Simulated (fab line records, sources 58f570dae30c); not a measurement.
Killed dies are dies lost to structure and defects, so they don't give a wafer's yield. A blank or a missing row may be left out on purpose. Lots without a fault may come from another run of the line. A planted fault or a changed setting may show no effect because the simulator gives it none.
Which tool did it? | flow berkeley_cmos170 | 7 lots, 21 wafers sampled, at 1 step of a route of 331

WHAT THE GAUGES READ, wafer by wafer
UCB170_SILICIDE_THK_MEAS_03: measures by xrf.
lot  | measured     | on            | SILICIDE_TI_THK (nm)
L353 | day 6 19:41  | film_metro-01 | 30.3 30.0 30.2
L358 | day 7 11:26  | film_metro-04 | 29.9 29.7 29.7
L362 | day 8 22:26  | film_metro-02 | 29.1 29.6 29.5
L363 | day 9 05:40  | film_metro-02 | 30.3 30.2 29.7
L370 | day 11 06:39 | film_metro-02 | 30.3 30.0 30.2
L372 | day 11 07:13 | film_metro-02 | 30.0 29.4 29.6
L375 | day 11 17:46 | film_metro-04 | 29.9 30.1 30.0

WHICH TOOL RAN EACH LOT (tool, then ch and the chambers of the sampled wafers, then the start)
The record holds no process step before these readings.

THE ANSWER, worked out from the rows above alone
Rule: what is usual is taken from the lots themselves. Put in order of their means at a reading, lots are off if they are a third of the lots or fewer, leave a main group of 4 or more, and stand apart from it by a gap of 3 or more times the standard deviation of the main group's means; of several such gaps the widest counts. A main group whose means are all the same, to the digits that the tables above print for the reading, isn't used. A lot without any number at a reading at which 4 lots or more have one is off too. The other lots that the step has rows for count as sound.
No lot is off at any reading shown: from this, nothing can be told.

WHAT THE SIMULATOR HAD PUT IN
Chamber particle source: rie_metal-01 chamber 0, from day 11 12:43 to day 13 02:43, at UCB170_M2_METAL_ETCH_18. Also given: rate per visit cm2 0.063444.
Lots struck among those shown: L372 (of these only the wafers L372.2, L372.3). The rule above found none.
